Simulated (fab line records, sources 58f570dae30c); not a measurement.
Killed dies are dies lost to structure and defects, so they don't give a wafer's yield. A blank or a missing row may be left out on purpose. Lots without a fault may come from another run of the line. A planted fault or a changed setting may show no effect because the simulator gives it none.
fab line records | flow berkeley_cmos170
record lots=5 wafers=15 last_day=12
route steps=331 shown M1@238 M3@331
lots that met no fault: from a run of the same line without faults
start_h: hours from the record's first day to the start of the lot's first wafer shown | wait_h: hours since the lot's step before | " the same as in the row above | L1.1+2: a row that stands for several wafers | - no value, or no start given | * or withheld: withheld | < > ~ a bound
route shown NAME@n: a module of which the file shows steps, and the number in the route of the first | usual: mean/standard deviation of fault-free wafers | same: alike in all rows | chamber/n: place in a boat | sites: the reading at each site | _std_site: their standard deviation | _edge_site: outer sites' mean less inner sites' | radius_mm: how far each site lies from the wafer's centre | mask NAME#n: copy n | behind: the tool/chamber that last shaped the wafer | hold: why the lot was held/for how many hours/how that ended | device: the transistor (n, p or np) that didn't switch | end of line: the same wafers' tests at the end of the route | a step without rows: its recipe alone | killed: dies lost to structure and defects at the first sort, not the wafer's yield | map: a wafer's dies, x killed, . not, _ none there
set.NAME: the setting as run; set.NAME@STEP: as run at that earlier step | model.NAME: the simulator's own value behind a step, which no gauge read
lots at some steps of the route; a table a step, a row a wafer
services: from which hour (start_h, from the record's first day; less than 0 if before it) a tool's chamber was out of use, for how many hours, and why
## steps
# step UCB170_M1_SPUTTER_00
# recipe material=Al target_thk_nm=600 time_s=80 power_w=6000 chamber_pressure_pa=0.5
# usual throttle_valve_pct=30.2/0.76
# columns lot.wafer tool chamber start_h wait_h throttle_valve_pct
L582.1 pvd_sputter-04 - 163.63 0.0 29.9
L582.2 " - " " 28.7
L582.6 " - " " 30.1
L589.1 pvd_sputter-04 - 207.56 0.0 28.7
L589.3 " - " " 30.5
L589.5 " - " " 30.5
L594.1 pvd_sputter-01 - 228.90 0.0 30.9
L594.3 " - " " 31.2
L594.5 " - " " 30.7
L599.2 pvd_sputter-01 - 252.73 0.0 29.9
L599.4 " - " " 30.7
L599.5 " - " " 30.7
L600.1 pvd_sputter-01 - 275.46 0.0 30.1
L600.4 " - " " 30.7
L600.6 " - " " 30.9
# step UCB170_M1_RS_MEAS_01
# recipe thk_meas_gauge=four-point-probe reads=Al_of_M1_SPUTTER_00
# usual M1_AL_RS=0.0487/0.00042
# columns lot.wafer tool chamber start_h wait_h M1_AL_RS[ohm/sq]
L582.1 film_metro-03 - 163.69 0.0 0.0481
L582.2 " - " " 0.0484
L582.6 " - " " 0.0485
L589.1 film_metro-01 - 207.62 0.0 0.0487
L589.3 " - " " 0.0486
L589.5 " - " " 0.0488
L594.1 film_metro-01 - 228.96 0.0 0.0485
L594.3 " - " " 0.0487
L594.5 " - " " 0.0486
L599.2 film_metro-01 - 252.81 0.1 0.0491
L599.4 " - " " 0.0490
L599.5 " - " " 0.0491
L600.1 film_metro-01 - 275.52 0.0 0.0484
L600.4 " - " " 0.0478
L600.6 " - " " 0.0476
# step UCB170_M1_THK_MEAS_02
# recipe thk_meas_gauge=xrf reads=Al_of_M1_SPUTTER_00
# usual M1_AL_THK=582/6.2
# columns lot.wafer tool chamber start_h wait_h M1_AL_THK[nm]
L582.1 film_metro-03 - 163.81 0.1 592
L582.2 " - " " 587
L582.6 " - " " 586
L589.1 film_metro-01 - 207.74 0.1 585
L589.3 " - " " 582
L589.5 " - " " 578
L594.1 film_metro-01 - 229.08 0.1 588
L594.3 " - " " 582
L594.5 " - " " 584
L599.2 film_metro-01 - 252.92 0.1 575
L599.4 " - " " 575
L599.5 " - " " 578
L600.1 film_metro-01 - 275.64 0.1 591
L600.4 " - " " 595
L600.6 " - " " 599
# step UCB170_M1_COAT_03
# recipe resist=BARC temp_c=withheld time_s=withheld spin_rpm=3000 resist_thk_nm=withheld
# step UCB170_M1_COAT_04
# recipe resist=KrF spin_rpm=1500 resist_thk_nm=900
# step UCB170_M1_SOFTBAKE_05
# recipe resist=KrF temp_c=130 time_s=60
# step UCB170_M1_EXPOSE_06
# recipe mask_id=METAL1 target_cd_nm=700 na=0.5 sigma_outer=0.6 source_shape=conventional dose_mj=21
# step UCB170_M1_PEB_07
# recipe peb_temp_c=130 peb_time_s=withheld resist=KrF
# step UCB170_M1_DEVELOP_08
# recipe developer=TMAH develop_time_s=45 resist=KrF dev_temp_c=21
# step UCB170_M1_CD_MEAS_09
# recipe target_cd_nm=700
# usual cd_nm=700.3/1.5
# columns lot.wafer tool chamber start_h wait_h cd_nm
L582.1 cd_sem-02 - 165.93 - 702.0
L582.2 " - " " 700.2
L582.6 " - " " 701.5
L589.1 cd_sem-01 - 209.16 - 701.9
L589.3 " - " " 701.8
L589.5 " - " " 701.2
L594.1 cd_sem-02 - 230.14 - 700.3
L594.3 " - " " 699.7
L594.5 " - " " 700.8
L599.2 cd_sem-02 - 253.83 - 700.2
L599.4 " - " " 701.0
L599.5 " - " " 701.9
L600.1 cd_sem-02 - 276.89 - 699.8
L600.4 " - " " 698.5
L600.6 " - " " 699.1
# step UCB170_M1_OVL_MEAS_10
# usual M1_OVL=-1/5.9
# columns lot.wafer tool chamber start_h wait_h M1_OVL[nm]
L582.1 overlay-01 - 166.05 0.1 3
L582.2 " - " " -13
L582.6 " - " " -9
L589.1 overlay-01 - 209.28 0.1 -4
L589.3 " - " " -2
L589.5 " - " " 6
L594.1 overlay-01 - 230.26 0.1 1
L594.3 " - " " 2
L594.5 " - " " -2
L599.2 overlay-01 - 253.94 0.1 -10
L599.4 " - " " -8
L599.5 " - " " -11
L600.1 overlay-02 - 277.01 0.1 -7
L600.4 " - " " -7
L600.6 " - " " 1
# step UCB170_M1_ETCH_11
# recipe chemistry=N2/H2 target_depth_a=withheld overetch_a=withheld target=BARC time_s=withheld source_w=500 bias_w=100 pressure_mtorr=30 n2_flow_sccm=100 h2_flow_sccm=200
# usual drypump_motor_current_A=5.61/0.3 oes_product_au=1.003/0.017 throttle_valve_pct=13.28/0.17
# columns lot.wafer tool chamber start_h wait_h drypump_motor_current_A oes_product_au throttle_valve_pct
L582.1 rie_diel-03 0 166.09 0.0 5.65 0.994 13.46
L582.2 " 1 " " 5.42 1.031 13.14
L582.6 " 0 " " 5.66 0.992 13.45
L589.1 rie_diel-02 1 209.31 0.0 5.62 0.996 13.43
L589.3 " 0 " " 5.37 0.989 13.44
L589.5 " 1 " " 5.63 1.006 13.42
L594.1 rie_diel-02 1 230.29 0.0 5.58 1.029 13.43
L594.3 " 2 " " 5.37 0.971 13.28
L594.5 " 3 " " 6.04 0.977 13.19
L599.2 rie_diel-04 1 253.97 0.0 5.87 1.038 13.24
L599.4 " 3 " " 5.34 1.011 13.53
L599.5 " 0 " " 6.02 1.012 13.01
L600.1 rie_diel-03 1 277.05 0.0 5.44 1.014 13.13
L600.4 " 2 " " 5.66 1.003 13.52
L600.6 " 1 " " 5.46 1.013 13.14
# step UCB170_M1_METAL_ETCH_12
# recipe chemistry=Cl2/BCl3 target=Al stop_on=PSG pressure_mtorr=12 target_depth_a=7800 over_etch_frac=0.3 time_s=130 icp_w=600 bias_w=120 Cl2_flow_sccm=90 bcl3_flow_sccm=45
# usual drypump_motor_current_A=5.7/0.35 oes_product_au=0.851/0.015 throttle_valve_pct=24.27/0.19
# columns lot.wafer tool chamber start_h wait_h drypump_motor_current_A oes_product_au rf_hours_counter_h throttle_valve_pct model.KrF_of_M1_COAT_04.thk_nm model.M1.cd_nm
L582.1 rie_metal-03 0 166.13 - 5.3 0.878 11 24.23 440.3 703.4
L582.2 " 1 " " 5.6 0.860 0 23.96 428.1 700.8
L582.6 " 0 " " 5.3 0.873 - 24.26 434.7 701.8
L589.1 rie_metal-02 0 209.36 - 5.9 0.852 4 24.29 450.4 701.8
L589.3 " 0 " " 6.0 0.850 - 24.30 443.4 702
L589.5 " 0 " " 5.9 0.849 - 24.28 445.8 701.6
L594.1 rie_metal-02 1 230.33 - 5.6 0.832 11 24.51 521.4 704
L594.3 " 0 " " 6.0 0.843 - 24.29 525.3 707.6
L594.5 " 1 " " 5.7 0.826 - 24.53 522.8 705.3
L599.2 rie_metal-04 0 254.01 - 6.5 0.834 10 24.33 444.7 701.3
L599.4 " 0 " " 6.5 0.828 - 24.34 443.7 701.5
L599.5 " 0 " " 6.5 0.833 - 24.35 442.1 702
L600.1 rie_metal-03 1 277.09 - 5.5 0.862 4 23.96 430 700.1
L600.4 " 0 " " 5.3 0.870 - 24.18 432.8 699.9
L600.6 " 0 " " 5.3 0.870 - 24.18 429 700.6
# step UCB170_M1_STRIP_13
# recipe chemistry=O2 power_w=400 pressure_mtorr=3500 platen_temp_c=withheld o2_flow_sccm=400 overash_fraction=0.5
# usual drypump_motor_current_A=6.04/0.24 oes_product_au=0.720/0.0045
# columns lot.wafer tool chamber start_h wait_h drypump_motor_current_A oes_product_au rf_hours_counter_h
L582.1 plasma_asher-03 1 166.26 0.1 5.97 0.723 40
L582.2 " 0 " " 5.95 0.718 40
L582.6 " 1 " " 6.00 0.714 -
L589.1 plasma_asher-03 0 209.49 0.1 5.97 0.723 46
L589.3 " 1 " " 5.97 0.711 -
L589.5 " 1 " " 5.95 0.719 -
L594.1 plasma_asher-02 1 230.47 0.1 5.89 0.715 49
L594.3 " 0 " " 6.39 0.718 -
L594.5 " 1 " " 5.88 0.721 -
L599.2 plasma_asher-04 1 254.14 0.1 5.74 0.723 53
L599.4 " 0 " " 6.33 0.720 -
L599.5 " 0 " " 6.33 0.718 -
L600.1 plasma_asher-03 1 277.22 0.1 5.97 0.719 52
L600.4 " 0 " " 5.98 0.715 -
L600.6 " 0 " " 5.99 0.719 -
# step UCB170_M3_PROBE_99
# columns lot.wafer tool chamber start_h wait_h model.etest.m1_comb_over_steps.leak_log10_a_um model.etest.ring.quiet_log10_a model.etest.antenna_m1.vt_shift_v
L582.1 prober-02 - 181.30 0.1 -12.79 -8.632 -0.01007
L582.2 prober-02 - 181.35 0.1 -12.77 -8.695 -0.01439
L582.6 prober-02 - 181.55 0.2 -12.9 -8.737 -0.008435
L589.1 prober-02 - 222.87 0.1 -12.82 -8.981 -0.002744
L589.3 prober-02 - 222.97 0.2 -12.98 -8.723 -0.005347
L589.5 prober-02 - 223.07 0.2 -12.84 -8.849 -0.006984
L594.1 prober-02 - 244.89 0.1 -5.175 -3.348 -0.006752
L594.3 prober-02 - 244.99 0.2 -4.83 -2.905 -0.00311
L594.5 prober-02 - 245.09 0.2 -5.002 -3.12 -0.003425
L599.2 prober-01 - 272.82 0.1 -12.87 -8.848 -0.00649
L599.4 prober-01 - 272.92 0.2 -12.79 -8.868 -0.008005
L599.5 prober-01 - 272.97 0.2 -12.89 -8.827 -0.009277
L600.1 prober-01 - 295.58 0.1 -12.81 -8.687 -0.008446
L600.4 prober-01 - 295.73 0.2 -12.68 -8.784 -0.003687
L600.6 prober-01 - 295.83 0.2 -12.77 -8.841 -0.008956
# killed by level:class
L582.1 GATE:geometric_particle:short=1 V1:geometric_particle:open=1
L582.2 SPACER:geometric_particle:open=1 M1:geometric_particle:short=1 V2:geometric_particle:short=1
L582.6 WELLDRIVE:geometric_particle:open=1 SPACER:geometric_particle:short=1 SILICIDE:geometric_particle:open=1 V2:geometric_particle:short=1 SPACER:area_etchback=1
L589.1 SCREENOX:geometric_particle:open=1 GATE:geometric_particle:open=1 SILICIDE:geometric_particle:open=1 V2:geometric_particle:short=1
L589.3
L589.5 GATE:geometric_particle:short=1 GATE:geometric_particle:open=1 SPACER:geometric_particle:short=1 SILICIDE:geometric_particle:open=1 V1:geometric_particle:open=1
L599.2 GATE:geometric_particle:short=2 SCREENOX:geometric_particle:short=1 SPACER:geometric_particle:short=1 SILICIDE:geometric_particle:short=1
L599.4 M2:geometric_particle:short=2 WELLDRIVE:geometric_particle:short=1 GATE:geometric_particle:short=1 SILICIDE:geometric_particle:short=1
L599.5 GATE:geometric_particle:open=2 V2:geometric_particle:open=1
L600.1 FIELD:geometric_particle:open=1 SCREENOX:geometric_particle:open=1 GATE:geometric_particle:short=1 GATE:geometric_particle:open=1 CONTACT:geometric_particle:short=1
L600.4 M1:geometric_particle:short=2 ACTIVE:geometric_particle:short=1 GATE:geometric_particle:open=1
L600.6 START:geometric_particle:short=2 SPACER:geometric_particle:open=1 CONTACT:geometric_particle:short=1
## services
# columns tool chamber start_h hours kind
plasma_asher-02 - 159.91 15.6 pm
rie_diel-03 - 164.75 0.6 repair
rie_diel-04 0 179.87 - clean
rie_diel-04 0 179.87 18.6 scheduled_down
rie_diel-04 0 179.87 18.6 vent_cycle
rie_diel-02 - 200.39 2.8 pm
rie_metal-03 0 203.25 - clean
rie_metal-03 0 203.25 18.1 scheduled_down
rie_metal-03 0 203.25 18.1 vent_cycle
plasma_asher-02 - 207.04 11.3 repair
rie_diel-02 1 215.61 - clean
rie_diel-02 1 215.61 14.3 scheduled_down
rie_diel-02 1 215.61 14.3 vent_cycle
rie_diel-04 3 220.08 4.7 repair
pvd_sputter-04 - 222.41 13.0 repair
plasma_asher-03 - 232.69 2.1 repair
rie_diel-03 - 235.83 0.6 repair
rie_diel-04 - 240.21 0.4 repair
plasma_asher-03 - 243.55 7.9 repair
rie_diel-04 0 275.84 6.7 repair
## key
first_sign none at tools or gauges
model_effect step=UCB170_M1_METAL_ETCH_12 value=KrF_of_M1_COAT_04.thk_nm without=439.3 struck=523.2
model_effect step=UCB170_M3_PROBE_99 value=etest.m1_comb_over_steps.leak_log10_a_um without=-12.78 struck=-5.002
met_at UCB170_M1_METAL_ETCH_12
struck_wafers L594.1,L594.3,L594.5
sort_left_out L594.1,L594.3,L594.5
onset_between 209.36 230.33
also_fits UCB170_M1_ETCH_11:rie_diel-02
fault kind=process_parameter_drift tool=rie_metal-02 chamber=- onset_h=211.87 steps=UCB170_M1_METAL_ETCH_12 channel=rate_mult offset=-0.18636 shape=step end_h=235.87
# sort_left_out: the simulated sort isn't trusted on such a fault, so these wafers' sort isn't shown, and their yield isn't known
